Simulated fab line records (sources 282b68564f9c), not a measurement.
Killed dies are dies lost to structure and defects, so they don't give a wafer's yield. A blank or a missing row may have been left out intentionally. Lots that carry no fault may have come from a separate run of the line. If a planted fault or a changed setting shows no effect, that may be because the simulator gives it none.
Which of the tools did it? + flow rit_cmos + 14 lots, 42 wafers sampled, at 3 steps of a route of 202

WHAT EACH GAUGE READ, for each wafer
RIT_WELLDRIVE_RS_MEAS_01: measurement is done with a four-point probe.
| lot  | measured    | on            | NWELL_RS (ohm/sq) |
|------|-------------|---------------|-------------------|
| L140 | day 2 05:28 | film_metro-04 | 275.3 276.2 275.1 |
| L141 | day 2 11:30 | film_metro-01 | 275.3 275.0 275.4 |
| L142 | day 2 15:49 | film_metro-01 | 274.1 274.3 274.5 |
| L144 | day 3 02:00 | film_metro-01 | 275.2 275.3 275.0 |
| L145 | day 3 08:27 | film_metro-01 | 276.3 275.8 275.5 |
| L146 | day 3 13:49 | film_metro-01 | 274.7 274.6 274.6 |
| L150 | day 4 08:00 | film_metro-01 | 276.1 275.5 275.9 |
| L151 | day 4 13:30 | film_metro-04 | 322.0 321.8 322.2 |
| L153 | day 4 23:13 | film_metro-01 | 322.4 322.3 322.7 |
| L157 | day 5 20:11 | film_metro-03 | 274.6 274.7 274.9 |
| L159 | day 6 04:24 | film_metro-03 | 276.2 276.6 276.9 |
| L160 | day 6 09:43 | film_metro-03 | 277.0 276.2 276.5 |
| L162 | day 6 21:19 | film_metro-03 | 276.8 277.5 277.5 |
| L163 | day 7 03:10 | film_metro-01 | 275.4 275.9 275.9 |

RIT_WELLDRIVE_RS_MEAS_02: measurement is done with a four-point probe.
| lot  | measured    | on            | PWELL_RS (ohm/sq) |
|------|-------------|---------------|-------------------|
| L140 | day 2 05:35 | film_metro-04 | 429.1 429.7 430.5 |
| L141 | day 2 11:37 | film_metro-01 | 427.4 427.2 427.6 |
| L142 | day 2 15:56 | film_metro-01 | 428.3 429.4 430.0 |
| L144 | day 3 02:07 | film_metro-01 | 427.9 427.7 427.4 |
| L145 | day 3 08:34 | film_metro-01 | 429.5 427.4 429.9 |
| L146 | day 3 13:56 | film_metro-01 | 429.3 429.4 429.8 |
| L150 | day 4 08:07 | film_metro-01 | 428.8 429.5 429.2 |
| L151 | day 4 13:37 | film_metro-04 | 474.2 474.1 474.7 |
| L153 | day 4 23:20 | film_metro-01 | 472.9 471.5 472.8 |
| L157 | day 5 20:19 | film_metro-03 | 428.4 428.6 429.2 |
| L159 | day 6 04:31 | film_metro-03 | 428.3 429.2 429.2 |
| L160 | day 6 09:50 | film_metro-03 | 428.1 428.9 428.6 |
| L162 | day 6 21:26 | film_metro-03 | 429.2 429.7 429.0 |
| L163 | day 7 03:17 | film_metro-01 | 429.6 430.3 430.3 |

WHAT TOOL EACH LOT RAN ON (gives the tool, then ch and the chambers of the sampled wafers, and finally the start)
| lot  | RIT_WELLDRIVE_ANNEAL_00      |
|------|------------------------------|
| L140 | furnace-01 ch 0, day 2 00:21 |
| L141 | furnace-03 ch 0, day 2 06:25 |
| L142 | furnace-01 ch 0, day 2 10:44 |
| L144 | furnace-01 ch 0, day 2 20:54 |
| L145 | furnace-03 ch 0, day 3 03:20 |
| L146 | furnace-01 ch 0, day 3 08:44 |
| L150 | furnace-04 ch 0, day 4 02:55 |
| L151 | furnace-01 ch 0, day 4 08:24 |
| L153 | furnace-01 ch 0, day 4 18:07 |
| L157 | furnace-03 ch 0, day 5 15:05 |
| L159 | furnace-04 ch 0, day 5 23:16 |
| L160 | furnace-03 ch 0, day 6 04:37 |
| L162 | furnace-03 ch 0, day 6 16:13 |
| L163 | furnace-04 ch 0, day 6 22:03 |
- RIT_WELLDRIVE_ANNEAL_00: time 14700 s.

AS READ BY THE TOOLS THEMSELVES (means over the sampled wafers that have a number; for cases with no such wafer, the mark the record gives instead)
RIT_WELLDRIVE_ANNEAL_00.
| lot  | tool       | run_length_s (s) | tube_center_temp_C (C) |
|------|------------|------------------|------------------------|
| L140 | furnace-01 | 18273            | 1100                   |
| L141 | furnace-03 | 18281            | 1100                   |
| L142 | furnace-01 | 18270            | 1100                   |
| L144 | furnace-01 | 18279            | 1100                   |
| L145 | furnace-03 | 18273            | 1100                   |
| L146 | furnace-01 | 18267            | 1100                   |
| L150 | furnace-04 | 18261            | 1100                   |
| L151 | furnace-01 | 9452             | 1100                   |
| L153 | furnace-01 | 9458             | 1100                   |
| L157 | furnace-03 | 18270            | 1100                   |
| L159 | furnace-04 | 18272            | 1100                   |
| L160 | furnace-03 | 18269            | 1100                   |
| L162 | furnace-03 | 18276            | 1100                   |
| L163 | furnace-04 | 18258            | 1100                   |

THE ANSWER, worked out from the rows above alone
Rule: the usual values come from the lots themselves. The widest of any qualifying gaps counts: lots, ordered by their means at a reading, are off when they make up no more than a third of the lots, leave a main group of 4 or more, and stand apart from it by 3 or more times the standard deviation of that group's means. A main group whose means are all the same, to the digits that the tables above print for the reading, isn't used. A lot without any number at a reading at which 4 lots or more have one is off too. Where the step has rows for the other lots, those lots are counted as sound. First the gauges in route order, then the tools' own readings, where a lot's mean is used as printed above. At the first step where some lot is off, the reading lying furthest off is the one used; lots without a number count as furthest.
Off: L151, L153, seen at RIT_WELLDRIVE_RS_MEAS_01 (NWELL_RS). Mean 275.6 ohm/sq and standard deviation 0.84 in the main group.
If a tool, at a process step before that reading, ran all the lots that are off and no sound lot after the first of them, it fits. Not tried: the gauges at RIT_WELLDRIVE_RS_MEAS_01; whatever is off there is also off at RIT_WELLDRIVE_ANNEAL_00, on other tools, and gauge error can't account for it. One fits: RIT_WELLDRIVE_ANNEAL_00 on furnace-01. A fault onset in the window from L146 (day 3 08:44, its last sound lot) to L151 (day 4 08:24, its first lot off) fits.
The tool's own readings at RIT_WELLDRIVE_ANNEAL_00 bear it out: on the lots that are off they differ by more than 5 times the standard deviation of the sound lots' means. run_length_s reads 9455 s there against 18271 s on the sound lots.

WHAT WAS PUT IN BY THE SIMULATOR
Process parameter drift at RIT_WELLDRIVE_ANNEAL_00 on furnace-01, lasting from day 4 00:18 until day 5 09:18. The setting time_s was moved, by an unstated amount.
Lots struck among those shown: L151, L153. Same finding as the rule above.
